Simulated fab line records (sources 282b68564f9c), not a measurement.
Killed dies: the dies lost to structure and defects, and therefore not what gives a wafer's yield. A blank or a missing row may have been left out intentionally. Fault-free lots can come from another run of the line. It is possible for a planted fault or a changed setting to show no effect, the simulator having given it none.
Which tool was responsible? :: flow rit cmos :: 6 lots with 18 wafers sampled at 2 steps, on a route of 202 steps

## WHAT THE GAUGES SHOWED, per wafer
RIT_SILICIDE_RS_MEAS_02: uses a four-point probe to measure.
lot: L992
measured: day 3 14:49
on: film metro-01
SILICIDE_TI_RS (ohm/sq): 48.5 48.9 48.6

lot: L994
measured: day 4 00:58
on: film metro-01
SILICIDE_TI_RS (ohm/sq): 47.8 48.1 48.2

lot: L999
measured: day 5 06:05
on: film metro-04
SILICIDE_TI_RS (ohm/sq): 45.7 42.3 46.3

lot: L106
measured: day 6 16:26
on: film metro-04
SILICIDE_TI_RS (ohm/sq): 47.5 47.4 47.6

lot: L110
measured: day 7 13:37
on: film metro-01
SILICIDE_TI_RS (ohm/sq): 47.4 47.5 47.6

lot: L112
measured: day 7 20:19
on: film metro-02
SILICIDE_TI_RS (ohm/sq): 49.1 48.9 48.7

## TOOL THAT RAN EACH LOT (tool first, then ch and the chambers of the sampled wafers, then the start)
lot: L992
RIT_SILICIDE_SPUTTER_01: pvd sputter-03, day 3 14:39

lot: L994
RIT_SILICIDE_SPUTTER_01: pvd sputter-03, day 4 00:47

lot: L999
RIT_SILICIDE_SPUTTER_01: pvd sputter-02, day 5 05:56

lot: L106
RIT_SILICIDE_SPUTTER_01: pvd sputter-01, day 6 16:16

lot: L110
RIT_SILICIDE_SPUTTER_01: pvd sputter-01, day 7 13:28

lot: L112
RIT_SILICIDE_SPUTTER_01: pvd sputter-03, day 7 20:06
- RIT_SILICIDE_SPUTTER_01: material Ti, target thk 30 nm, time 240 s.

## THE ANSWER, worked out from the rows above alone
Rule: usual is defined by the lots themselves. Put in order of their means at a reading, lots are off if they are a third of the lots or fewer, leave a main group of 4 or more, and stand apart from it by a gap of 3 or more times the standard deviation of the main group's means; of several such gaps the widest counts. A main group whose means are all the same, to the digits that the tables above print for the reading, isn't used. A lot without any number at a reading at which 4 lots or more have one is off too. Where the step has rows for the other lots, those lots are counted as sound.
Off: L999, seen at RIT_SILICIDE_RS_MEAS_02 (SILICIDE_TI_RS). Main group: mean 48.1 ohm/sq, sd 0.58.
A tool fits if, at a process step before that reading, it ran every lot that is off, and no sound lot after the first of them. Those tools and the gauges at RIT_SILICIDE_RS_MEAS_02 are tried in the same way. One fits: RIT_SILICIDE_SPUTTER_01 on pvd sputter-02. It ran no sound lot before its first lot that is off in this sample, so the start can't be narrowed down.

## WHAT HAD BEEN PUT IN BY THE SIMULATOR
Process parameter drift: pvd sputter-02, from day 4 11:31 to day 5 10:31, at RIT_SILICIDE_SPUTTER_01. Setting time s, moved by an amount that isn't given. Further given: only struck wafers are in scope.
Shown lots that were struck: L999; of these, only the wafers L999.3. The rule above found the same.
